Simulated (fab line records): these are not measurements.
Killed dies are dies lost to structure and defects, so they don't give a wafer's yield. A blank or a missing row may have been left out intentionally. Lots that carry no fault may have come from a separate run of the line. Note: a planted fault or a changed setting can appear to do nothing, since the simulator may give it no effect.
A lot that was struck, set against a sound lot    flow ritCmos    15 steps out of a route of 202
Sound: the wafers L492.1, L492.4, L492.5. Struck: wafer L487.3 (L487.2, L487.4, from the same lot, were not struck and are left out); the cause is given at the end.
At each step with rows: each side's tool, then ch and its chambers, then its first start. Under that, the readings that differ: sound wafers    struck wafers    difference of the means    sigmas: that difference in standard deviations of wafers without a fault.
alike: a reading whose means differ by less than 2 such deviations, as well as words and numbers matching on both sides. not compared: withheld readings; readings where some wafer has no value; bounds like >300 that might hide an equal value; numbers whose values overlap and for which the record gives no deviation.
A row with sigmas, a row that says differs or no value, or rows on one side alone: a step with any of these is where the two part. Non-overlapping numbers with no deviation appear without sigmas and do not part them. Lack of a reading on every wafer of one side parts them only where that side has two or more wafers.

RIT_M1_SPUTTER_00: material Al, target thk 400 nm, time 500 s.
  sound: pvdSputter-02 at day 7 06:35; struck: pvdSputter-03 at day 6 12:31
  alike: throttleValvePct
RIT_M1_RS_MEAS_01: measurement is done with a four-point probe.
  sound: filmMetro-01 at day 7 06:53; struck: filmMetro-03 at day 6 12:50
  alike: M1_AL_RS
RIT_M1_THK_MEAS_02: measures by xrf.
  sound: filmMetro-01 at day 7 07:00; struck: filmMetro-03 at day 6 12:57
  alike: M1_AL_THK
then, 6 steps without rows for these wafers: RIT_M1_HMDS_03 (prime time 60 s); RIT_M1_COAT_04 (resist thk 1300 nm); RIT_M1_SOFTBAKE_05 (time 60 s); RIT_M1_EXPOSE_06 (exposes mask M12, target cd 2600 nm); RIT_M1_PEB_07; RIT_M1_DEVELOP_08 (develop time 68 s).
RIT_M1_CD_MEAS_09: target cd 2600 nm.
  sound: cdSem-02 at day 7 08:04; struck: cdSem-01 at day 6 14:07
reading    sound                 struck  difference  sigmas
cdNm (nm)  2598.3 2598.6 2596.8  2602.2  +4.3        +2
RIT_M1_OVL_MEAS_10:
  sound: overlay-01 at day 7 08:11; struck: overlay-02 at day 6 14:13
  alike: M1_OVL
then, 1 step without rows for these wafers: RIT_M1_HARDBAKE_11 (time 120 s).
RIT_M1_METAL_ETCH_12: etches Al in Cl2/BCl3, stops on SiO2, time 165 s, target depth 600 nm.
  sound on rieMetal-02 ch 0,1, day 7 08:29; struck on rieMetal-04 ch 0, day 6 14:30
reading                                 sound              struck  difference  sigmas
rfFwdPowerW (W)                         249.5 249.6 248.8  280.6   +31.3       +46
model.NOVOLAK_of_M1_COAT_04.thkNm (nm)  797.1 809.4 806.1  752.6   -51.6       
  alike: drypumpMotorCurrentA, mfcCl2Sccm, oesProductAu, throttleValvePct
  not compared: rfHoursCounterH
then, 1 step without rows for these wafers: RIT_M1_STRIP_13 (strips in nmp, time 600 s).
RIT_M1_PROBE_99:
  sound: prober-01 at day 7 10:44; struck: prober-02 at day 6 17:32
reading                             sound                        struck    difference  sigmas
model.etest.antennaM1.vtShiftV (V)  -0.01491 -0.00611 -0.006055  -0.02476  -0.01573    
  alike: defectLimitedYield, killedAtContacts, killedAtFrontEnd, killedDies, killedOpen, killedShort, sort_bin_3_pad_short, sort_bin_5_function, sort_bin_6_memory, sortNPass, sortYieldPct

== WHERE THEY PART ==
At RIT_M1_CD_MEAS_09 first; at RIT_M1_METAL_ETCH_12 last (within this record only). Later steps at which nothing parts them and some readings are alike: RIT_M1_PROBE_99.

WHY: what had been put in by the simulator
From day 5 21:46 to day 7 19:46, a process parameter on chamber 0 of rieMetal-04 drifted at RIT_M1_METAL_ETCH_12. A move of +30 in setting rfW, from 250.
